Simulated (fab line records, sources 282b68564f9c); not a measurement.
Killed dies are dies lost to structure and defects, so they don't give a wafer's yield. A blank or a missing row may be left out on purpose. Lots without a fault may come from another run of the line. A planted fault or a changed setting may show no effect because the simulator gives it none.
Problem report in the 8D (eight disciplines) form, filled by code | flow rit_cmos | the parts of the form that need people (team, actions taken, sign-off) are left out

1. THE PROBLEM
prime_temp_c at RIT_PSD_HMDS_00 reads a mean of 141.63 C on 6 wafers of 2 lots; wafers without a fault read 140.00 C with a standard deviation of 0.13. That is +13 standard deviations from the usual mean.
The step: prime time 60 s.
First seen on wafer L386.3, day 5 17:17, on litho_track-03. The record holds 39 wafers of 13 lots with a number at this step. Rule for "out", or "out of limits": more than 4 standard deviations from the usual mean. The other wafers with a number count as sound.

2. WHAT IT IS AND WHAT IT IS NOT
question                    | is                     | is not
which readings at this step | prime_temp_c           | -
which lots                  | L386, L388             | L374, L375, L376, L377, L378, L379, L392, L394, L395, L396, L397
which wafers of those lots  | all that have a number | -
read on which tools         | litho_track-03         | litho_track-02, litho_track-04
when                        | from day 5 17:17       | up to then (18 sound wafers); but 15 sound wafers of L392, L394, L395, L396, L397 came after

3. SUSPECTS, AND WHAT RULES EACH OUT
Counting: a tool at a process step up to the reading stays a suspect if it ran every lot that is out and no sound lot after the first of them.
- litho_track-03 at RIT_PSD_HMDS_00 (prime time 60 s): kept. It ran every lot that is out, first L386 (day 5 17:17), and no sound lot after that; its last sound lot up to then is L378 (day 4 02:01). Its own readings are out on those wafers: prime_temp_c.
Left after counting: litho_track-03 at RIT_PSD_HMDS_00.

4. THE CAUSE (what the simulator had put in)
Process parameter drift: litho_track-03, from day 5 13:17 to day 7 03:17, at RIT_PSD_HMDS_00. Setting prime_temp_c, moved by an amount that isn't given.
Counting left only this tool.

5. THE CHAIN OF EFFECTS, in route order
Each row: a reading whose mean over the struck wafers that have a number lies more than 3 standard deviations from the usual. Only readings for which the record gives a usual standard deviation are gone through. hours: the time from each lot's start at the first step in this table that gives one to its start at this step, as a median over the lots. sigmas: the change in usual standard deviations.
hours | step            | reading      | usual    | on struck wafers | change | sigmas
0     | RIT_PSD_HMDS_00 | prime_temp_c | 140.00 C | 141.63           | +1.63  | +13
The process steps in it:
- RIT_PSD_HMDS_00: prime time 60 s.
Later measuring or inspecting steps at which every struck wafer that the step has a row for has a number for every such reading, and none has moved that far: RIT_CONTACT_CD_MEAS_90.

6. WHAT WOULD HAVE CAUGHT IT SOONER
In this record the first reading out of limits was taken at day 5 17:17, 4 hours after the fault began at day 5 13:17.
